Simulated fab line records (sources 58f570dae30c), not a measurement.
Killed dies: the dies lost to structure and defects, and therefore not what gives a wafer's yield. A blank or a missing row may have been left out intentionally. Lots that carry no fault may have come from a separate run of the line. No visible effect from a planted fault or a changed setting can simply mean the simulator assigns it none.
2 desks, one fault | flow berkeleyCmos170 | what lay behind the numbers comes last; until then each desk has only its own

## AT THE TOOL OWNER'S DESK: rieDiel-04
The tool's own readings at UCB170_M1_ETCH_11 (etches BARC in N2/H2): means of the sampled wafers that have a number, for each lot that ran on this tool. If a lot's mean is further than 4 standard deviations from the usual mean, the lot is out of limits and carries the mark OUT (the distance appears in the brackets).
Columns: A = drypumpMotorCurrentA at UCB170_M1_ETCH_11, usual 5.7 A; B = oesProductAu at UCB170_M1_ETCH_11, usual 0.993 a.u.; C = rfFwdPowerW at UCB170_M1_ETCH_11, usual 495.3 W; D = throttleValvePct at UCB170_M1_ETCH_11, usual 13.28 %
lot  | first seen here | A   | B               | C     | D
L133 | day 7 16:23     | 5.6 | 0.990           | 496.5 | 13.34
L134 | day 8 03:33     | 5.9 | 1.007           | 496.1 | 13.24
L140 | day 9 08:58     | 5.0 | 1.017           | 497.2 | 13.26
L149 | day 10 12:22    | 5.2 | 1.011           | 495.9 | 13.37
L152 | day 11 12:52    | 5.6 | 1.431 (+19) OUT | 495.5 | 13.35
L153 | day 12 00:05    | 5.6 | 1.422 (+19) OUT | 496.0 | 13.36
This desk finds L152, L153 out of limits, L152 being first, at day 11 12:52 (oesProductAu at UCB170_M1_ETCH_11). In limits: L133, L134, L140, L149.

## AT THE METROLOGY DESK
What the gauges read, lot by lot, whatever tool the lot ran on: means of the sampled wafers that have a number. If a lot's mean is further than 4 standard deviations from the usual mean, the lot is out of limits and carries the mark OUT (the distance appears in the brackets).
Columns: A = cdNm at UCB170_CONTACT_CD_MEAS_15, usual 700.0 nm
lot  | first seen here | A
L133 | day 7 14:04     | 700.7
L136 | day 8 00:54     | 700.4
L135 | day 8 01:04     | 699.7
L134 | day 8 01:24     | 701.6
L138 | day 8 19:15     | 700.3
L137 | day 8 21:07     | 701.3
L143 | day 9 04:48     | 699.8
L141 | day 9 05:07     | 702.2
L140 | day 9 06:52     | 702.6
L149 | day 10 09:49    | 699.0
L152 | day 11 10:47    | 698.9
L153 | day 11 21:58    | 700.7
L155 | day 11 23:55    | 697.4
L156 | day 12 08:52    | 700.2
This desk found nothing out of limits on any of the 14 lots.

## BROUGHT TOGETHER
The tool owner's desk had the chance to raise an alarm at day 11 12:52 on L152, L153.
From the metrology desk's view, nothing was out of limits.
The metrology desk has L152, L153 on record, within its limits.
The lots listed all ran UCB170_M1_ETCH_11 on rieDiel-04.

## WHAT HAD BEEN PUT IN BY THE SIMULATOR
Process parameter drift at UCB170_M1_ETCH_11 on rieDiel-04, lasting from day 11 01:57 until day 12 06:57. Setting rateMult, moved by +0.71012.
Shown lots that were struck: L152, L153.
Each desk's first reading out of limits, in hours after the fault started: the tool owner's desk, 11.
